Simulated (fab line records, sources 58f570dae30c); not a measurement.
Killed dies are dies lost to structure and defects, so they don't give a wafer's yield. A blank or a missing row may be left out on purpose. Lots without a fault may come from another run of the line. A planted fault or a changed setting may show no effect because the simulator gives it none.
fab line records | flow berkeley_cmos170 | part 2 of 2: steps 24 to 34 of 34
record lots=5 wafers=15 last_day=13
route steps=331 shown ZERO@9 NWELL@14 PWELL@34
lots that met no fault: from a run of the same line without faults
start_h: hours from the record's first day to the start of the lot's first wafer shown | wait_h: hours since the lot's step before | " the same as in the row above | L1.1+2: a row that stands for several wafers | - no value, or no start given | * or withheld: withheld | < > ~ a bound
route shown NAME@n: a module of which the file shows steps, and the number in the route of the first | usual: mean/standard deviation of fault-free wafers | same: alike in all rows | chamber/n: place in a boat | sites: the reading at each site | _std_site: their standard deviation | _edge_site: outer sites' mean less inner sites' | radius_mm: how far each site lies from the wafer's centre | mask NAME#n: copy n | behind: the tool/chamber that last shaped the wafer | hold: why the lot was held/for how many hours/how that ended | device: the transistor (n, p or np) that didn't switch | end of line: the same wafers' tests at the end of the route | a step without rows: its recipe alone | killed: dies lost to structure and defects at the first sort, not the wafer's yield | map: a wafer's dies, x killed, . not, _ none there
set.NAME: the setting as run; set.NAME@STEP: as run at that earlier step | model.NAME: the simulator's own value behind a step, which no gauge read
lots at some steps of the route; a table a step, a row a wafer
services: from which hour (start_h, from the record's first day; less than 0 if before it) a tool's chamber was out of use, for how many hours, and why
## steps
# step UCB170_NWELL_WET_ETCH_18
# recipe chemistry=H3PO4 target=Si3N4 temp_c=160 time_s=14400
# usual bath_guard_temp_C=159.8/0.4
# columns lot.wafer tool chamber start_h wait_h bath_guard_temp_C
L074.1 wet_bench-02 0 39.73 0.2 160.0
L074.5 " 0 " " 159.4
L074.6 " 0 " " 159.8
L075.1 wet_bench-02 2 39.73 0.3 160.2
L075.2 " 2 " " 160.0
L075.4 " 2 " " 160.2
L079.1 wet_bench-04 0 59.71 0.4 159.2
L079.5 " 0 " " 159.4
L079.6 " 0 " " 159.3
L083.3 wet_bench-04 0 84.01 0.5 159.5
L083.4 " 0 " " 159.3
L083.5 " 0 " " 159.6
L095.1 wet_bench-04 2 146.37 0.0 160.6
L095.2 " 2 " " 160.9
L095.4 " 2 " " 160.8
# step UCB170_NWELL_WET_ETCH_19
# recipe chemistry=BOE dilution=5:1 target=SiO2 temp_c=25 time_s=22
# columns lot.wafer tool chamber start_h wait_h
L074.1+5+6 wet_bench-04 0 43.74 0.0
L075.1+2+4 wet_bench-04 0 43.74 0.0
L079.1+5+6 wet_bench-04 3 64.46 0.4
L083.3+4+5 wet_bench-02 2 88.17 0.2
L095.1+2+4 wet_bench-04 0 150.57 0.2
# step UCB170_PWELL_CLEAN_00
# recipe chemistry=SPM temp_c=120 time_s=600
# usual bath_guard_temp_C=119.8/0.44
# columns lot.wafer tool chamber start_h wait_h bath_guard_temp_C
L074.1 wet_bench-02 2 43.75 0.0 119.7
L074.5 " 2 " " 119.7
L074.6 " 2 " " 120.3
L075.1 wet_bench-02 3 43.75 0.0 119.8
L075.2 " 3 " " 120.0
L075.4 " 3 " " 119.7
L079.1 wet_bench-04 3 64.69 0.2 120.1
L079.5 " 3 " " 120.4
L079.6 " 3 " " 120.4
L083.3 wet_bench-02 2 88.19 0.0 120.0
L083.4 " 2 " " 119.8
L083.5 " 2 " " 119.7
L095.1 wet_bench-04 0 150.78 0.2 119.6
L095.2 " 0 " " 119.4
L095.4 " 0 " " 119.8
# step UCB170_PWELL_CLEAN_01
# recipe chemistry=dHF dilution=25:1 time_s=60
# columns lot.wafer tool chamber start_h wait_h
L074.1+5+6 wet_bench-04 3 43.93 0.0
L075.1+2+4 wet_bench-04 0 43.93 0.0
L079.1+5+6 wet_bench-04 0 65.07 0.2
L083.3+4+5 wet_bench-04 3 88.36 0.0
L095.1+2+4 wet_bench-04 3 151.16 0.2
# step UCB170_PWELL_OXIDATION_02
# recipe temp_c=990.9 ambient=O2 target_thk_a=264 ox_time_s=1260
# usual zone_power_centre_pct=47.0/1.8
# columns lot.wafer tool chamber start_h wait_h zone_power_centre_pct
L074.1 furnace-04 0 48.65 4.7 45.2
L074.5 " 0 " " 46.2
L074.6 " 0 " " 45.7
L075.1 furnace-04 0 48.65 4.7 46.4
L075.2 " 0 " " 45.9
L075.4 " 0 " " 46.0
L079.1 furnace-04 0 68.28 3.2 46.1
L079.5 " 0 " " 45.7
L079.6 " 0 " " 45.7
L083.3 furnace-04 0 88.48 0.1 46.5
L083.4 " 0 " " 46.8
L083.5 " 0 " " 45.4
L095.1 furnace-04 0 155.48 4.3 45.8
L095.2 " 0 " " 46.3
L095.4 " 0 " " 46.4
# step UCB170_PWELL_THK_MEAS_03
# recipe reads=SiO2_of_PWELL_OXIDATION_02
# usual PWELL_OXIDE_THK=23.9/0.65
# columns lot.wafer tool chamber start_h wait_h PWELL_OXIDE_THK[nm]
L074.1 film_metro-03 - 50.00 0.0 23.5
L074.5 " - " " 23.8
L074.6 " - " " 23.7
L075.1 film_metro-02 - 50.00 0.0 24.0
L075.2 " - " " 23.9
L075.4 " - " " 23.8
L079.1 film_metro-03 - 69.63 0.0 23.8
L079.5 " - " " 23.1
L079.6 " - " " 23.2
L083.3 film_metro-02 - 89.85 0.0 24.1
L083.4 " - " " 23.7
L083.5 " - " " 24.0
L095.1 film_metro-02 - 156.83 0.0 23.8
L095.2 " - " " 23.4
L095.4 " - " " 23.6
# step UCB170_PWELL_ANNEAL_04
# recipe temp_c=1000 time_s=900 ambient=N2
# usual zone_power_centre_pct=47.2/2.7
# columns lot.wafer tool chamber start_h wait_h zone_power_centre_pct
L074.1 furnace-04 0 54.25 4.2 47.0
L074.5 " 0 " " 46.2
L074.6 " 0 " " 45.9
L075.1 furnace-04 0 54.25 4.2 46.2
L075.2 " 0 " " 45.9
L075.4 " 0 " " 46.7
L079.1 furnace-04 0 73.73 4.1 46.9
L079.5 " 0 " " 46.8
L079.6 " 0 " " 46.8
L083.3 furnace-01 0 95.51 5.7 43.3
L083.4 " 0 " " 43.3
L083.5 " 0 " " 44.2
L095.1 furnace-01 0 161.77 4.9 43.9
L095.2 " 0 " " 44.0
L095.4 " 0 " " 43.3
# step UCB170_PWELL_CVD_05
# recipe material=Si3N4 target_thk_nm=220 temp_c=800 precursor=SiH2Cl2/NH3 time_s=3300 pressure_mtorr=200 sih2cl2_flow_sccm=25 nh3_flow_sccm=75
# usual pressure_mtorr=200.0/0.45 zone_power_centre_pct=35.9/2.7
# columns lot.wafer tool chamber start_h wait_h pressure_mtorr zone_power_centre_pct
L074.1 lpcvd-01 0 55.50 0.0 200.0 32.8
L074.5 " 0 " " 200.0 33.2
L074.6 " 0 " " 199.8 33.1
L075.1 lpcvd-01 1 55.50 0.0 200.2 40.2
L075.2 " 1 " " 199.4 40.6
L075.4 " 1 " " 200.4 40.3
L079.1 lpcvd-01 1 74.98 0.0 200.0 40.7
L079.5 " 1 " " 199.9 40.5
L079.6 " 1 " " 199.5 40.3
L083.3 lpcvd-02 1 96.76 0.0 200.0 34.9
L083.4 " 1 " " 199.9 34.2
L083.5 " 1 " " 200.0 34.9
L095.1 lpcvd-02 1 163.02 0.0 199.9 34.8
L095.2 " 1 " " 199.4 35.0
L095.4 " 1 " " 199.9 34.1
# step UCB170_PWELL_THK_MEAS_06
# recipe reads=Si3N4_of_PWELL_CVD_05
# usual PWELL_NITRIDE_THK=220.5/1.8
# columns lot.wafer tool chamber start_h wait_h PWELL_NITRIDE_THK[nm]
L074.1 film_metro-04 - 57.42 0.0 217.3
L074.5 " - " " 218.7
L074.6 " - " " 217.5
L075.1 film_metro-02 - 57.42 0.0 219.7
L075.2 " - " " 221.3
L075.4 " - " " 218.8
L079.1 film_metro-04 - 76.90 0.0 220.2
L079.5 " - " " 222.1
L079.6 " - " " 220.0
L083.3 film_metro-03 - 99.66 0.0 221.6
L083.4 " - " " 223.9
L083.5 " - " " 221.9
L095.1 film_metro-02 - 164.94 0.0 221.0
L095.2 " - " " 219.6
L095.4 " - " " 220.0
# step UCB170_PWELL_HMDS_07
# recipe prime_time_s=60 prime_temp_c=100
# usual chill_plate_temp_C=23.00/0.1
# columns lot.wafer tool chamber start_h wait_h chill_plate_temp_C
L075.1 litho_track-02 0 57.51 0.1 23.14
L075.2 " 0 " " 22.99
L075.4 " 0 " " 23.03
L074.1 litho_track-04 0 57.68 0.2 22.91
L074.5 " 0 " " 22.91
L074.6 " 0 " " 22.94
L079.1 litho_track-01 0 77.07 0.2 23.04
L079.5 " 0 " " 23.18
L079.6 " 0 " " 23.02
L083.3 litho_track-02 0 100.20 0.5 22.91
L083.4 " 0 " " 23.00
L083.5 " 0 " " 22.88
L095.1 litho_track-02 0 165.10 0.2 22.98
L095.2 " 0 " " 23.09
L095.4 " 0 " " 23.02
# step UCB170_PWELL_COAT_08
# recipe resist=KrF spin_rpm=1500 resist_thk_nm=900
# usual chill_plate_temp_C=22.97/0.099 spin_speed_rpm=1500.1/0.98
# columns lot.wafer tool chamber start_h wait_h chill_plate_temp_C spin_speed_rpm
L075.1 litho_track-02 0 57.66 0.1 23.07 1499.1
L075.2 " 0 " " 23.01 1500.5
L075.4 " 0 " " 23.07 1501.1
L074.1 litho_track-04 0 57.83 0.1 22.91 1499.4
L074.5 " 0 " " 23.03 1499.9
L074.6 " 0 " " 22.97 1499.9
L079.1 litho_track-01 0 77.22 0.1 23.07 1500.4
L079.5 " 0 " " 22.90 1499.8
L079.6 " 0 " " 22.84 1501.2
L083.3 litho_track-02 0 100.35 0.1 23.03 1501.0
L083.4 " 0 " " 22.89 1499.4
L083.5 " 0 " " 22.84 1499.6
L095.1 litho_track-02 0 165.25 0.1 23.27 1500.5
L095.2 " 0 " " 22.96 1497.9
L095.4 " 0 " " 23.13 1497.8
## services
# columns tool chamber start_h hours kind
rie_diel-02 1 7.87 2.4 repair
krf_scanner-01 - 8.27 3.6 pm
implanter-02 - 13.51 4.5 pm
furnace-01 - 19.37 3.7 pm
krf_scanner-01 - 19.63 0.1 repair
rie_diel-02 2 29.25 9.0 repair
implanter-04 - 32.90 1.5 repair
krf_scanner-01 - 35.91 0.8 pm
krf_scanner-01 - 50.26 1.3 pm
rie_diel-01 2 51.93 36.2 repair
plasma_asher-01 - 53.07 1.9 repair
rie_diel-02 - 53.54 14.6 pm
rie_diel-01 1 55.56 4.5 repair
plasma_asher-04 - 71.90 1.5 repair
furnace-04 - 77.73 2.7 pm
rie_diel-02 3 79.04 3.4 repair
rie_diel-02 2 99.13 16.8 repair
plasma_asher-04 - 107.28 16.5 repair
krf_scanner-01 - 109.14 1.0 pm
furnace-01 - 110.78 9.8 pm
rie_diel-02 - 119.44 0.2 repair
rie_diel-02 1 119.87 2.9 repair
rie_diel-01 - 120.99 2.3 repair
furnace-01 - 127.38 4.3 pm
